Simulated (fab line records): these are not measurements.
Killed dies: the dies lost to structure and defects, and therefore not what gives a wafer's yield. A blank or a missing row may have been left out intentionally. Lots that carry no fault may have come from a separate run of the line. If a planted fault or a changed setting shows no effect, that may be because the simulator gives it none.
8D (eight disciplines) problem report, filled in by code :: flow rit-cmos :: the parts of the form that need people (team, actions taken, sign-off) are left out

== 1. THE ISSUE ==
Mean of developer-temp-C at RIT_NRETRO_DEVELOP_05: 23.87 C across 6 wafers in 2 lots; on wafers with no fault it is 22.99 C (standard deviation 0.098). Relative to the usual mean, that is a shift of +8.9 standard deviations.
The step: develop time 68 s.
Seen first at day 4 21:00 on litho-track-04, wafer L899.1. The record holds 42 wafers of 14 lots with a number at this step. Rule for "out" (also "out of limits"): further than 4 standard deviations from the usual mean. The other wafers with a number count as sound.

== 2. WHAT IT IS; WHAT IT IS NOT ==
question: which readings at this step
is: developer-temp-C
is not: resist-line-temp-C

question: which lots
is: L899, L901
is not: L887, L889, L890, L891, L892, L893, L894, L895, L903, L905, L906, L908

question: which wafers of those lots
is: all that have a number
is not: -

question: read on which tools
is: litho-track-04
is not: litho-track-01, litho-track-02

question: when
is: from day 4 21:00
is not: up to then (24 sound wafers); but 12 sound wafers of L903, L905, L906, L908 came after

== 3. SUSPECTS, AND WHAT RULES EACH OUT ==
Counting: a tool at any process step up to the reading remains a suspect when it ran all the lots that are out and ran no sound lot after the first of those.
- litho-track-04 at RIT_NRETRO_DEVELOP_05 (develop time 68 s): kept. It ran every lot that is out, first L899 (day 4 21:00), and no sound lot after that; its last sound lot up to then is L895 (day 4 03:00). Its own developer-temp-C readings are out on those wafers.
Left after counting: litho-track-04 at RIT_NRETRO_DEVELOP_05.

== 4. THE CAUSE (what the simulator had put in) ==
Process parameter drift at RIT_NRETRO_DEVELOP_05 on litho-track-04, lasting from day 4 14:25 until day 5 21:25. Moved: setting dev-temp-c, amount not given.
Counting left only this tool.

== 5. THE EFFECT CHAIN, in route order ==
Each row: a reading where the mean over the struck wafers with a number is more than 3 standard deviations away from the usual. Only readings whose record carries a usual standard deviation are examined. hours: median over the lots of the time between each lot's start at the first step of this table that gives one and its start at this step. sigmas: the change, counted in usual standard deviations.
hours: 0
step: RIT_NRETRO_DEVELOP_05
reading: developer-temp-C
usual: 22.99 C
on struck wafers: 23.87
change: +0.88
sigmas: +8.9
The process steps in it:
- RIT_NRETRO_DEVELOP_05: develop time 68 s.
Later measuring or inspecting steps at which every struck wafer that the step has a row for has a number for every such reading, and none has moved that far: RIT_GATE_CD_MEAS_16, RIT_NSD_OVL_MEAS_06.

== 6. HOW IT WOULD HAVE BEEN CAUGHT EARLIER ==
7 hours passed between the start of the fault at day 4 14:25 and the first reading out of limits in this record, taken at day 4 21:00.
